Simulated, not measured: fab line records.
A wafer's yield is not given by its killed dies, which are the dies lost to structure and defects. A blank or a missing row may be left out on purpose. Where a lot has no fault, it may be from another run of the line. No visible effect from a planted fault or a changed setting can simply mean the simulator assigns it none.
Problem report in the 8D (eight disciplines) form, filled by code -- flow berkeley cmos170 -- the parts of the form that need people (team, actions taken, sign-off) are left out

== 1. WHAT IS WRONG ==
At UCB170_CONTACT_ETCH_17, oes product au averages 0.818 a.u. over 4 wafers from 2 lots, while fault-free wafers read 0.994 a.u., standard deviation 0.019. Relative to the usual mean, that is a shift of -9.3 standard deviations.
The step: etches BARC in N2/H2.
First observed at day 9 09:41: wafer L530.2, on rie diel-02. Wafers with a number at this step in the record: 18, from 6 lots. By rule, "out" or "out of limits" means more than 4 standard deviations away from the usual mean. All remaining wafers that have a number are taken as sound.

== 2. WHAT IT IS, AND WHAT IT ISN'T ==
question,is,is not
which readings at this step,oes product au,"bias w, drypump motor current A, throttle valve pct"
which lots,"L530, L532","L526, L529, L538, L543"
which wafers of those lots,"L530.2, L530.5, L532.1, L532.6","L530.3, L532.5"
read on which tools,rie diel-02,rie diel-04
when,from day 9 09:41,"up to then (7 sound wafers); but 7 sound wafers of L532, L538, L543 came after"

== 3. THE SUSPECTS, EACH WITH WHAT RULES IT OUT ==
Counting: if a tool at a process step up to the reading ran every lot that is out, it stays a suspect. Sound lots after the first of them don't rule it out here, since some wafers of a struck lot are sound.
- rie diel-02 at UCB170_CONTACT_ETCH_17 (etches BARC in N2/H2): kept. It ran every lot that is out, first L530 (day 9 09:41). Its own readings are out on those wafers: oes product au.
- In rie diel-02 at UCB170_CONTACT_ETCH_17, the wafers that are out were processed in chamber 0 and their sound lot-mates in chambers 1, 3.
The count leaves rie diel-02 at UCB170_CONTACT_ETCH_17.

== 4. THE CAUSE (what the simulator had put in) ==
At UCB170_CONTACT_ETCH_17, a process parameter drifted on rie diel-02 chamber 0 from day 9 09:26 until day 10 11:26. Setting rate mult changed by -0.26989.
After counting, this tool was the only one left.

== 5. THE CHAIN OF EFFECTS, in route order ==
Each row: a reading where the mean over the struck wafers with a number is more than 3 standard deviations away from the usual. Scope: only readings with a usual standard deviation given in the record; hours: median across lots of the time from each lot's start at the first step in this table that gives one to its start at this step; sigmas: change in usual standard deviations.
hours,step,reading,usual,on struck wafers,change,sigmas
0,UCB170_CONTACT_ETCH_17,oes product au,0.994 a.u.,0.818,-0.176,-9.3
Its process steps:
- UCB170_CONTACT_ETCH_17: etches BARC in N2/H2.

== 6. WHAT WOULD HAVE CAUGHT IT SOONER ==
In this record no reading fell out of limits until day 9 09:41, 0 hours after the fault had begun at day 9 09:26.
